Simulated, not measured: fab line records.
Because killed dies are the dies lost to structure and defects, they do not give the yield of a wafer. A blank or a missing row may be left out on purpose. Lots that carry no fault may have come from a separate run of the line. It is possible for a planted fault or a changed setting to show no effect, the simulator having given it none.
Which tool did it? || flow berkeley cmos170 || Sampling: 7 lots, 21 wafers, 2 of 331 route steps

WHAT THE GAUGES READ, wafer by wafer
UCB170_GATE_THK_MEAS_02.
{"lot": "L339", "measured": "day 7 15:31", "on": "film metro-02", "GATE_OXIDE_THK (nm)": "6.53 6.59 6.58"}
{"lot": "L341", "measured": "day 8 10:14", "on": "film metro-03", "GATE_OXIDE_THK (nm)": "6.61 6.59 6.68"}
{"lot": "L347", "measured": "day 8 17:41", "on": "film metro-03", "GATE_OXIDE_THK (nm)": "6.42 6.52 6.51"}
{"lot": "L349", "measured": "day 9 06:07", "on": "film metro-04", "GATE_OXIDE_THK (nm)": "6.58 6.50 6.63"}
{"lot": "L352", "measured": "day 9 17:32", "on": "film metro-02", "GATE_OXIDE_THK (nm)": "6.48 6.58 6.65"}
{"lot": "L357", "measured": "day 10 18:44", "on": "film metro-04", "GATE_OXIDE_THK (nm)": "6.52 6.52 6.58"}
{"lot": "L361", "measured": "day 11 13:22", "on": "film metro-02", "GATE_OXIDE_THK (nm)": "8.66 8.60 8.66"}

TOOL THAT RAN EACH LOT (tool first, then ch and the chambers of the sampled wafers, then the start)
{"lot": "L339", "UCB170_GATE_OXIDATION_01": "furnace-02 ch 0, day 7 13:59"}
{"lot": "L341", "UCB170_GATE_OXIDATION_01": "furnace-02 ch 0, day 8 08:38"}
{"lot": "L347", "UCB170_GATE_OXIDATION_01": "furnace-02 ch 0, day 8 16:10"}
{"lot": "L349", "UCB170_GATE_OXIDATION_01": "furnace-01 ch 0, day 9 04:37"}
{"lot": "L352", "UCB170_GATE_OXIDATION_01": "furnace-01 ch 0, day 9 16:02"}
{"lot": "L357", "UCB170_GATE_OXIDATION_01": "furnace-04 ch 0, day 10 17:14"}
{"lot": "L361", "UCB170_GATE_OXIDATION_01": "furnace-01 ch 0, day 11 11:52"}
- UCB170_GATE_OXIDATION_01: target thk 6.6 nm, ox time 1800 s.

THE ANSWER, worked out from the rows above alone
Rule: the lots themselves supply what counts as usual. Put in order of their means at a reading, lots are off if they are a third of the lots or fewer, leave a main group of 4 or more, and stand apart from it by a gap of 3 or more times the standard deviation of the main group's means; of several such gaps the widest counts. If all means in a main group match to the digits the tables above print for the reading, that group is not used. A lot without any number at a reading at which 4 lots or more have one is off too. Any other lot the step has rows for is counted as sound.
Off: at UCB170_GATE_THK_MEAS_02 (GATE_OXIDE_THK), L361. Mean 6.56 nm and standard deviation 0.043 in the main group.
A tool fits if, at a process step before that reading, it ran every lot that is off, and no sound lot after the first of them. Gauges at UCB170_GATE_THK_MEAS_02: tried the same way as those tools. This does not decide it: 2 tools fit, namely furnace-01 at UCB170_GATE_OXIDATION_01 and film metro-02 at UCB170_GATE_THK_MEAS_02.

WHAT THE SIMULATOR HAD PUT IN
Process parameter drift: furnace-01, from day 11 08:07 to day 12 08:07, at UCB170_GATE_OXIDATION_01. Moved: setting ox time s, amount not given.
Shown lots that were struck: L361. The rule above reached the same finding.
